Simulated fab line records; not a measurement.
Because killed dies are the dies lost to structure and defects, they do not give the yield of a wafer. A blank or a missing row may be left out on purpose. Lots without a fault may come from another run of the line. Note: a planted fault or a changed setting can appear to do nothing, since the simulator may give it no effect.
Struck lot and sound lot, side by side :: flow rit-cmos :: 44 out of 202 route steps
Sound: wafers L644.2, L644.4, L644.6. Struck: wafers L649.1, L649.2, L649.3. The cause comes at the end.
Order at every step that has rows: each side's tool, ch and its chambers, its first start. Under that, the readings that differ: sound wafers :: struck wafers :: difference of the means :: sigmas: that difference in standard deviations of wafers without a fault.
alike: words and numbers the same on both sides, and readings whose means are apart by under 2 such deviations; not compared: readings that were withheld, readings missing a value for some wafer, numbers with overlapping values and no deviation given by the record, and bounds like >300 which may hide the same value.
Wherever a step has rows on one side only, a row that says differs or no value, or a row with sigmas, the two part there. Numbers that don't overlap but have no deviation are shown without sigmas and don't part them. A reading that every wafer of one side lacks parts them only if that side has two wafers or more.

first, 1 step without rows for these wafers: RIT_PRETRO_IMPLANT_08.
RIT_PRETRO_STRIP_09: strips in O2, time 180 s.
  sound on plasma-asher-03 ch 0,1, day 3 06:03; struck on plasma-asher-02 ch 0,1, day 4 05:56
  alike: drypump-motor-current-A
  not compared: rf-hours-counter-h
RIT_PRETRO_TW_MEAS_10:
  sound: film-metro-02 at day 3 06:14; struck: film-metro-03 at day 4 06:07
  alike: PRETRO_TW
then, 5 steps without rows for these wafers: RIT_GATE_WET_ETCH_00 (etches SiO2 in BOE, target depth 56 nm, time 60 s); RIT_GATE_CLEAN_01 (cleans in SC1, time 600 s); RIT_GATE_CLEAN_02 (cleans in dHF, time 30 s); RIT_GATE_CLEAN_03 (cleans in SC2, time 600 s); RIT_GATE_CLEAN_04 (cleans in dHF, time 62.79 s).
RIT_FOX2_THK_MEAS_91:
  sound: film-metro-04 at day 3 06:44; struck: film-metro-03 at day 4 06:37
reading: FIELD_OXIDE_LEFT_2_THK (nm)
sound: 261 263 261
struck: 249 251 250
difference: -12
sigmas: -2
then, 2 steps without rows for these wafers: RIT_GATE_OXIDATION_05 (target thk 3 nm, ox time 270 s); RIT_GATE_ANNEAL_06 (time 600 s).
RIT_GATE_THK_MEAS_07:
  sound: film-metro-04 at day 3 08:07; struck: film-metro-04 at day 4 09:59
  alike: GATE_OXIDE_THK
RIT_GATE_CVD_08: deposits poly-Si from SiH4, target thk 250 nm, time 2220 s.
  sound on lpcvd-02 ch 0, day 3 08:10; struck on lpcvd-02 ch 1, day 4 10:02
reading: model.poly-Si_of_GATE_CVD_08.thk-nm (nm)
sound: 251.7 250.5 249.7
struck: 265.7 264.2 267
difference: +15.0
sigmas: 
  alike: spike-tc-centre-C, spike-tc-load-C, susceptor-temp-C, zone-power-load-pct
RIT_GATE_THK_MEAS_09:
  sound: film-metro-01 at day 3 09:48; struck: film-metro-04 at day 4 11:39
reading: GATE_POLY_THK (nm)
sound: 251.8 250.5 249.9
struck: 265.8 264.5 267.0
difference: +15.0
sigmas: +5
then, 6 steps without rows for these wafers: RIT_GATE_HMDS_10 (prime time 60 s); RIT_GATE_COAT_11 (resist thk 850 nm); RIT_GATE_SOFTBAKE_12 (time 60 s); RIT_GATE_EXPOSE_13 (exposes mask M6, target cd 150 nm); RIT_GATE_PEB_14; RIT_GATE_DEVELOP_15 (develop time 50 s).
RIT_GATE_CD_MEAS_16: the cd target is 150 nm.
  sound: cd-sem-01 at day 3 10:50; struck: cd-sem-01 at day 4 12:34
  alike: cd-nm
RIT_GATE_OVL_MEAS_17:
  sound: overlay-01 at day 3 10:57; struck: overlay-02 at day 4 12:41
reading: GATE_OVL (nm)
sound: -2.9 -1.4 -1.0
struck: 2.8 2.1 1.9
difference: +4.0
sigmas: +3
then, 1 step without rows for these wafers: RIT_GATE_HARDBAKE_18 (time 60 s).
RIT_GATE_ETCH_19: etches poly-Si in SF6/CHF3/O2, stops on SiO2, time 165 s, target depth 312.5 nm.
  sound on rie-si-02 ch 1,2,3, day 3 11:08; struck on rie-si-01 ch 0,1,3, day 4 12:52
reading: oes-product-au (a.u.)
sound: 0.872 0.849 0.836
struck: 0.878 0.905 0.895
difference: +0.040
sigmas: +3

reading: model.GATE.feature-depth-nm (nm)
sound: 251.7 250.5 249.7
struck: 265.7 264.2 267
difference: +15.0
sigmas: 

reading: model.etch.depth-nm (nm)
sound: 251.7 250.5 249.7
struck: 265.7 264.2 267
difference: +15.0
sigmas: 
  alike: CHF3_flow_sccm, drypump-motor-current-A, throttle-valve-pct
  not compared: rf-hours-counter-h
RIT_GATE_STRIP_20: strips in O2, time 180 s.
  sound on plasma-asher-04 ch 0,1, day 3 11:14; struck on plasma-asher-03 ch 0,1, day 4 12:59
  alike: drypump-motor-current-A
  not compared: rf-hours-counter-h
RIT_GATE_CD_MEAS_90: the cd target is 150 nm.
  sound: cd-sem-01 at day 3 11:26; struck: cd-sem-01 at day 4 13:10
  alike: cd-nm
then, 4 steps without rows for these wafers: RIT_REOX_CLEAN_00 (cleans in SC1, time 600 s); RIT_REOX_CLEAN_01 (cleans in dHF, time 30 s); RIT_REOX_CLEAN_02 (cleans in SC2, time 600 s); RIT_REOX_OXIDATION_03 (target thk 25.2 nm, ox time 5580 s).
RIT_REOX_THK_MEAS_04:
  sound: film-metro-01 at day 3 14:46; struck: film-metro-02 at day 4 16:14
  alike: REOX_OXIDE_THK
then, 6 steps without rows for these wafers: RIT_NLDD_HMDS_00 (prime time 60 s); RIT_NLDD_COAT_01 (resist thk 1000 nm); RIT_NLDD_SOFTBAKE_02 (time 60 s); RIT_NLDD_EXPOSE_03 (exposes mask M7, target cd 40700 nm); RIT_NLDD_PEB_04; RIT_NLDD_DEVELOP_05 (develop time 50 s).
RIT_NLDD_OVL_MEAS_06:
  sound: overlay-01 at day 3 15:49; struck: overlay-01 at day 4 17:20
  alike: NLDD_OVL
then, 2 steps without rows for these wafers: RIT_NLDD_HARDBAKE_07 (time 60 s); RIT_NLDD_IMPLANT_08.
RIT_NLDD_STRIP_09: strips in O2, time 180 s.
  sound on plasma-asher-02 ch 0,1, day 3 16:08; struck on plasma-asher-03 ch 0,1, day 4 17:40
  alike: drypump-motor-current-A
  not compared: rf-hours-counter-h
RIT_NLDD_TW_MEAS_10:
  sound: film-metro-03 at day 3 16:19; struck: film-metro-03 at day 4 17:50
  alike: NLDD_TW
RIT_SDANNEAL_CLEAN_02: cleans in SC2, time 600 s.
  sound on wet-bench-01 ch 0, day 3 23:37; struck on wet-bench-03 ch 3, day 5 01:13
reading: model.poly-Si_of_GATE_CVD_08.thk-nm (nm)
sound: 167.6 163.4 163.3
struck: 177.5 178.2 180.8
difference: +14.1
sigmas: 
  alike: temp-c
RIT_M1_PROBE_99:
  sound: prober-01 at day 4 07:10; struck: prober-02 at day 5 08:58
reading: model.etest.nmos-turned.drive-ua-um
sound: 315.7 308.1 314.6
struck: 295.7 307.2 293.3
difference: -14.1
sigmas: 
  alike: killed-at-contacts, killed-at-front-end, killed-dies, killed-open, killed-short
  not compared: model.etest.poly-comb-over-steps.leak-log10-a-um

## WHERE THEY PART
Earliest at RIT_FOX2_THK_MEAS_91; latest, in this record, at RIT_GATE_ETCH_19. Later steps at which nothing parts them and some readings are alike: RIT_GATE_STRIP_20, RIT_GATE_CD_MEAS_90, RIT_REOX_THK_MEAS_04, RIT_NLDD_OVL_MEAS_06, RIT_NLDD_STRIP_09, RIT_NLDD_TW_MEAS_10, RIT_SDANNEAL_CLEAN_02, RIT_M1_PROBE_99.

WHY: the cause the simulator had injected
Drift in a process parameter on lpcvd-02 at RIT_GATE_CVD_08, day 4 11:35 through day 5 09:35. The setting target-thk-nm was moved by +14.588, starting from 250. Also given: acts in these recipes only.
